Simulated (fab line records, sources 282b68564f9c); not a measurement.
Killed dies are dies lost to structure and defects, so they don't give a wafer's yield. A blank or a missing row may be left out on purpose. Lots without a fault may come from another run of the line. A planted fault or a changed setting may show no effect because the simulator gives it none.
A struck lot beside a sound one | flow rit_cmos | 15 steps out of a route of 202
Sound: wafers L748.2, L748.3, L748.6. Struck: wafers L753.2, L753.5, L753.6. The cause comes at the end.
At each step with rows: each side's tool, then ch and its chambers, then its first start. Under that, the readings that differ: sound wafers | struck wafers | difference of the means | sigmas: that difference in standard deviations of wafers without a fault.
alike: readings whose means differ by less than 2 such deviations, and words and numbers that are the same on both sides. not compared: withheld readings, readings that some wafer has no value for, bounds like >300 that may hide the same value, and numbers for which the record gives no deviation and whose values overlap.
The two part at a step that has a row with sigmas, a row that says differs or no value, or rows on one side only. Numbers that don't overlap but have no deviation are shown without sigmas and don't part them. A reading that every wafer of one side lacks parts them only if that side has two wafers or more.

RIT_ACTIVE_BOW_MEAS_00:
  sound on film_metro-02, day 1 10:01; struck on film_metro-04, day 2 11:01
  alike: INCOMING_BOW
then, 1 step without rows for these wafers: RIT_ACTIVE_OXIDATION_01 (target thk 46.8 nm, ox time 3360 s).
RIT_ACTIVE_THK_MEAS_02:
  sound on film_metro-01, day 1 14:58; struck on film_metro-01, day 2 13:52
  alike: ACTIVE_OXIDE_THK
then, 1 step without rows for these wafers: RIT_ACTIVE_CVD_03 (deposits Si3N4 from SiH2Cl2/NH3, target thk 150 nm, time 1500 s).
RIT_ACTIVE_THK_MEAS_04:
  sound on film_metro-02, day 1 16:26; struck on film_metro-04, day 2 15:20
  alike: ACTIVE_NITRIDE_THK
then, 5 steps without rows for these wafers: RIT_ACTIVE_HMDS_05 (prime time 60 s); RIT_ACTIVE_COAT_06 (resist thk 995 nm); RIT_ACTIVE_SOFTBAKE_07 (time 60 s); RIT_ACTIVE_EXPOSE_08 (exposes mask M1, target cd 1400 nm); RIT_ACTIVE_PEB_09.
RIT_ACTIVE_DEVELOP_10: develop time 50 s.
  sound on litho_track-03 ch 0, day 1 17:00; struck on litho_track-03 ch 0, day 2 16:00
RIT_ACTIVE_CD_MEAS_11: target cd 1400 nm.
  sound on cd_sem-02, day 1 17:29; struck on cd_sem-02, day 2 16:39
  reading    | sound                | struck               | difference | sigmas
  cd_nm (nm) | 1399.4 1397.9 1398.9 | 1380.8 1380.7 1379.2 | -18.5      | -8
  not compared: hold
RIT_ACTIVE_ETCH_13: etches Si3N4 in SF6, stops on SiO2, time 210 s, target depth 210 nm.
  sound on rie_diel-03 ch 0,1,3, day 1 17:44; struck on rie_diel-01 ch 2,3, day 2 20:15
  reading                 | sound          | struck         | difference | sigmas
  model.ACTIVE.cd_nm (nm) | 1399 1398 1399 | 1381 1381 1379 | -18        |
  alike: drypump_motor_current_A, oes_product_au, throttle_valve_pct
  not compared: rf_hours_counter_h
RIT_ACTIVE_STRIP_14: strips in O2, time 180 s.
  sound on plasma_asher-01 ch 1, day 1 17:52; struck on plasma_asher-02 ch 0,1, day 2 20:26
  reading                     | sound       | struck      | difference | sigmas
  drypump_motor_current_A (A) | 6.5 6.5 6.5 | 5.5 5.4 6.0 | -0.9       | -2
  not compared: rf_hours_counter_h
-- the record jumps here: 2 days lie between the struck wafers' starts before and after (it left off in module ACTIVE and takes up again in module M1, whose first step shown is number 202 of the route) --
RIT_M1_PROBE_99:
  sound on prober-01, day 3 21:39; struck on prober-02, day 5 06:54
  alike: killed_at_contacts, killed_at_front_end, killed_dies, killed_open, killed_short

WHERE THEY PART
First at RIT_ACTIVE_CD_MEAS_11; last, within this record, at RIT_ACTIVE_STRIP_14. Later steps at which nothing parts them and some readings are alike: RIT_M1_PROBE_99.

WHY: what the simulator had put in
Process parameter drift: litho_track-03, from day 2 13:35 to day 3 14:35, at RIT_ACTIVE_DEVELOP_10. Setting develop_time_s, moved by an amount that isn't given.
